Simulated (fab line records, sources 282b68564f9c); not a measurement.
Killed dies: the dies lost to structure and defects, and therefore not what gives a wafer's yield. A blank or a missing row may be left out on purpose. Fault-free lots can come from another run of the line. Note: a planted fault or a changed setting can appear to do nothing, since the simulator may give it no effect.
Struck lot and sound lot, side by side :: flow rit_cmos :: 18 steps out of a route of 202
Sound: these wafers, L860.1, L860.2, L860.5. Struck: wafers L866.1, L866.2, L866.4. The cause is given at the end.
Per side, at each step with rows, come the tool, then ch with its chambers, and then its first start. Under that, the readings that differ: sound wafers :: struck wafers :: difference of the means :: sigmas: that difference in standard deviations of wafers without a fault.
alike: a reading whose means differ by less than 2 such deviations, as well as words and numbers matching on both sides. not compared: withheld readings; readings where some wafer has no value; bounds like >300 that might hide an equal value; numbers whose values overlap and for which the record gives no deviation.
Wherever a step has rows on one side only, a row that says differs or no value, or a row with sigmas, the two part there. When numbers do not overlap yet have no deviation, they are printed without sigmas and do not part them. A reading that every wafer of one side lacks parts them only if that side has two wafers or more.

first, 4 steps without rows for these wafers: RIT_NWELL_SOFTBAKE_02 (time 60 s); RIT_NWELL_EXPOSE_03 (exposes mask M2, target cd 43900 nm); RIT_NWELL_PEB_04; RIT_NWELL_DEVELOP_05 (develop time 68 s).
RIT_NWELL_OVL_MEAS_06:
  struck on overlay-02, day 3 08:41; sound on overlay-02, day 2 03:20
  alike: NWELL_OVL
then, 2 steps without rows for these wafers: RIT_NWELL_HARDBAKE_07 (time 120 s); RIT_NWELL_IMPLANT_08.
RIT_NWELL_STRIP_09: strips in O2, time 180 s.
  sound on plasma_asher-01 ch 0,1, day 2 03:47; struck on plasma_asher-04 ch 0,1, day 3 09:07
  alike: drypump_motor_current_A
  not compared: rf_hours_counter_h
RIT_NWELL_TW_MEAS_10:
  struck on film_metro-04, day 3 09:17; sound on film_metro-03, day 2 03:57
  alike: NWELL_TW
then, 2 steps without rows for these wafers: RIT_PWELL_HMDS_00 (prime time 60 s); RIT_PWELL_COAT_01 (resist thk 1300 nm).
RIT_PWELL_SOFTBAKE_02: time 62.36 s.
  sound on litho_track-01 ch 0, day 2 04:19; struck on litho_track-02 ch 0, day 3 09:39
  alike: exhaust_pa, plate_sensor_t_centre_C, plate_sensor_t_edge_C
RIT_PWELL_EXPOSE_03: exposes mask M3, target cd 43700 nm.
  sound on iline_stepper-01 ch 0, day 2 04:35; struck on iline_stepper-01 ch 0, day 3 09:56
reading: model.PWELL.overlay_x_nm (nm)
sound: -0.2977 -0.2977 -0.2977
struck: 5496 5496 5496
difference: +5496
sigmas: 
  alike: mask
then, 2 steps without rows for these wafers: RIT_PWELL_PEB_04; RIT_PWELL_DEVELOP_05 (develop time 68 s).
RIT_PWELL_OVL_MEAS_06:
  struck on overlay-02, day 3 10:22; sound on overlay-02, day 2 05:01
reading: PWELL_OVL (nm)
sound: 0.3 1.9 -0.7
struck: - - -
difference: no value on the struck wafers
sigmas: 
then, 1 step without rows for these wafers: RIT_PWELL_HARDBAKE_07 (time 120 s).
RIT_M1_PROBE_99:
  struck on prober-02, day 5 00:11; sound on prober-01, day 3 18:27
reading: killed_at_front_end
sound: 8 8 11
struck: 264 264 264
difference: +255
sigmas: +99 or more

reading: killed_dies
sound: 8 8 11
struck: 264 264 264
difference: +255
sigmas: +99 or more

reading: killed_on_rim
sound: 3 4 2
struck: 70 70 70
difference: +67
sigmas: +48

reading: model.etest.nmos_0p3.r_on_ohm_um
sound: 2097 2144 2135
struck: 1589 1542 1553
difference: -564
sigmas: 

reading: model.etest.nmos_turned.drive_ua_um
sound: 346 334.2 344.1
struck: 605.4 620.3 612.9
difference: +271.4
sigmas: 

reading: model.etest.nmos_narrow.drive_ua_um
sound: 234.9 228 230.2
struck: 407.1 408.4 404
difference: +175.5
sigmas: 

reading: model.etest.nmos_0p3.drive_ua_um
sound: 231.9 224 225.7
struck: 394.9 394.8 400.8
difference: +169.6
sigmas: 

reading: model.etest.well_edge_right.line_ohm_um
sound: 180.4 184.3 180.7
struck: 142.4 142.4 141.9
difference: -39.6
sigmas: 

reading: model.etest.pmos_0p3.over_limit
sound: 0 0 0
struck: 1 1 1
difference: +1
sigmas: 

reading: model.etest.retro_edge_pmos.over_limit
sound: 0 0 0
struck: 1 1 1
difference: +1
sigmas: 

reading: model.etest.pmos_0p3.short
sound: 0 0 0
struck: 1 1 1
difference: +1
sigmas: 
  alike: killed_open, killed_short

WHERE THEY PART
Earliest at RIT_PWELL_OVL_MEAS_06; latest, in this record, at RIT_M1_PROBE_99.

WHY: what the simulator had put in
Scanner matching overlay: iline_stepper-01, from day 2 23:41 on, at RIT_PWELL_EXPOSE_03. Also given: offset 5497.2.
